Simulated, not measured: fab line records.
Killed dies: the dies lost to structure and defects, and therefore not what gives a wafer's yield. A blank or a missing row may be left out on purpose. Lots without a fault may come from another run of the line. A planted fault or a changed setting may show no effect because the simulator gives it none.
What tool caused it? ; flow rit cmos ; 39 wafers from 13 lots sampled at 4 of the route's 202 steps

== WHAT THE GAUGES SHOWED, per wafer ==
RIT_SDANNEAL_RS_MEAS_04: measures by four-point-probe. Usual: PSD_RS typically reads 115.96 ohm/sq, with standard deviation 0.28.
lot;measured;on;PSD_RS (ohm/sq);flag
L355;day 3 07:02;film metro-03;115.61 115.66 115.62;
L356;day 3 11:06;film metro-03;115.73 115.60 116.25;
L357;day 3 12:26;film metro-04;115.83 116.10 115.72;
L358;day 3 18:41;film metro-03;116.06 116.05 115.78;
L359;day 3 22:19;film metro-04;116.06 116.34 115.78;
L360;day 4 04:37;film metro-01;115.96 116.14 116.04;
L362;day 4 12:13;film metro-01;116.51 116.43 116.58;
L366;day 5 08:18;film metro-03;145.04 144.85 144.89 144.75 144.84 145.06;OFF
L368;day 5 18:56;film metro-04;144.39 144.42 144.09 144.01 144.34 144.68;OFF
L371;day 6 09:11;film metro-04;115.40 115.88 115.67;
L374;day 7 02:02;film metro-01;115.91 115.74 115.93;
L376;day 7 09:55;film metro-01;115.78 116.13 116.17;
L378;day 7 19:54;film metro-03;116.29 116.37 115.94;

== WHICH TOOL RAN EACH LOT (tool, then ch and the chambers of the sampled wafers, then the start) ==
lot;RIT_PRETRO_STRIP_09;RIT_GATE_STRIP_20;RIT_SDANNEAL_RTA_03
L355;plasma asher-04 ch 0,1, day 2 11:57;plasma asher-04 ch 0, day 2 18:59;rtp anneal-02 ch 0, day 3 06:59
L356;plasma asher-01 ch 0,1, day 2 16:28;plasma asher-03 ch 0,1, day 2 21:37;rtp anneal-01 ch 0, day 3 11:02
L357;plasma asher-02 ch 0,1, day 2 18:25;plasma asher-01 ch 0,1, day 2 23:28;rtp anneal-02 ch 0, day 3 12:22
L358;plasma asher-02 ch 0,1, day 2 22:31;plasma asher-03 ch 0,1, day 3 05:07;rtp anneal-01 ch 0, day 3 18:37
L359;plasma asher-04 ch 0,1, day 3 04:35;plasma asher-01 ch 0,1, day 3 10:11;rtp anneal-02 ch 0, day 3 22:15
L360;plasma asher-01 ch 0,1, day 3 09:35;plasma asher-04 ch 0,1, day 3 16:26;rtp anneal-01 ch 0, day 4 04:32
L362;plasma asher-02 ch 0,1, day 3 17:57;plasma asher-01 ch 0,1, day 3 23:30;rtp anneal-01 ch 0, day 4 12:10
L366;plasma asher-02 ch 0,1, day 4 13:59;plasma asher-04 ch 0, day 4 19:40;rtp anneal-01 ch 0, day 5 08:14
L368;plasma asher-02 ch 0,1, day 5 00:19;plasma asher-01 ch 0,1, day 5 05:39;rtp anneal-01 ch 0, day 5 18:52
L371;plasma asher-04 ch 0, day 5 15:52;plasma asher-04 ch 0,1, day 5 20:56;rtp anneal-02 ch 0, day 6 09:08
L374;plasma asher-04 ch 1, day 6 07:41;plasma asher-01 ch 1, day 6 13:16;rtp anneal-02 ch 0, day 7 01:58
L376;plasma asher-01 ch 1, day 6 16:11;plasma asher-03 ch 0,1, day 6 21:30;rtp anneal-02 ch 0, day 7 09:51
L378;plasma asher-02 ch 0,1, day 7 01:46;plasma asher-03 ch 0,1, day 7 07:47;rtp anneal-02 ch 0, day 7 19:50
- RIT_PRETRO_STRIP_09: strips in O2, time 180 s.
- RIT_GATE_STRIP_20: strips in O2, time 180 s.
- RIT_SDANNEAL_RTA_03: time 5 s.

== WHAT THE TOOLS THEMSELVES READ (means of the sampled wafers that have a number; where no wafer has one, the mark that the record gives instead) ==
RIT_PRETRO_STRIP_09. Usual: drypump motor current A 5.4 A, standard deviation 0.45.
lot;tool;drypump motor current A (A);flag
L355;plasma asher-04;5.2;
L356;plasma asher-01;5.3;
L357;plasma asher-02;5.7;
L358;plasma asher-02;5.6;
L359;plasma asher-04;5.7;
L360;plasma asher-01;5.1;
L362;plasma asher-02;5.6;
L366;plasma asher-02;5.7;
L368;plasma asher-02;5.7;
L371;plasma asher-04;6.2;
L374;plasma asher-04;4.7;
L376;plasma asher-01;5.0;
L378;plasma asher-02;5.8;

RIT_GATE_STRIP_20. Usual: drypump motor current A 5.6 A, standard deviation 0.66.
lot;tool;drypump motor current A (A);flag
L355;plasma asher-04;6.2;
L356;plasma asher-03;6.3;
L357;plasma asher-01;5.1;
L358;plasma asher-03;6.2;
L359;plasma asher-01;5.3;
L360;plasma asher-04;5.2;
L362;plasma asher-01;5.2;
L366;plasma asher-04;6.2;
L368;plasma asher-01;5.2;
L371;plasma asher-04;5.7;
L374;plasma asher-01;5.0;
L376;plasma asher-03;5.9;
L378;plasma asher-03;5.9;

RIT_SDANNEAL_RTA_03. Usual: wafer_temp_C_max 1053.6, standard deviation 1.2.
lot;tool;wafer_temp_C_max;flag
L355;rtp anneal-02;1053.3;
L356;rtp anneal-01;1055.0;
L357;rtp anneal-02;1053.7;
L358;rtp anneal-01;1052.7;
L359;rtp anneal-02;1053.5;
L360;rtp anneal-01;1053.4;
L362;rtp anneal-01;1053.4;
L366;rtp anneal-01;1013.5;OFF
L368;rtp anneal-01;1012.7;OFF
L371;rtp anneal-02;1053.6;
L374;rtp anneal-02;1054.4;
L376;rtp anneal-02;1052.8;
L378;rtp anneal-02;1054.6;

== THE ANSWER, worked out from the rows above alone ==
Rule: lot off if the mean of its wafers having a number is beyond 3 standard deviations from the usual mean. Also off: a lot with no number at a reading for which 4 or more lots have one. The other lots that the step has rows for count as sound. After the gauges, taken in route order, come the tools' own readings; for these a lot's mean is taken, as printed above. The first step at which some lot is off is used, and at that step the reading that is off furthest; a lot without a number counts as furthest.
Off: L366, L368, seen at RIT_SDANNEAL_RS_MEAS_04 (PSD_RS).
If a tool, at a process step before that reading, ran all the lots that are off and no sound lot after the first of them, it fits. The gauges at RIT_SDANNEAL_RS_MEAS_04 aren't tried: what is off there is off at RIT_SDANNEAL_RTA_03 too, on other tools, and a gauge's error can't cause that. One fits: rtp anneal-01 at RIT_SDANNEAL_RTA_03. Its last sound lot is L362 (day 4 12:10), its first lot that is off L366 (day 5 08:14): a fault that began between those two fits.
On the lots that are off, the tool's own readings at RIT_SDANNEAL_RTA_03 differ by more than 5 times the standard deviation of the sound lots' means, which bears it out; wafer_temp_C_max reads 1013.1 there versus 1053.7 on the sound lots.

== WHAT THE SIMULATOR PUT IN ==
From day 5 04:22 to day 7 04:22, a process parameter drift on rtp anneal-01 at RIT_SDANNEAL_RTA_03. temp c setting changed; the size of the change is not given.
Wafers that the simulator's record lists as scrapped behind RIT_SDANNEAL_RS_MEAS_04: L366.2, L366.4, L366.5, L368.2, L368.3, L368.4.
Struck lots among those shown: L366, L368. The same result came from the rule above.
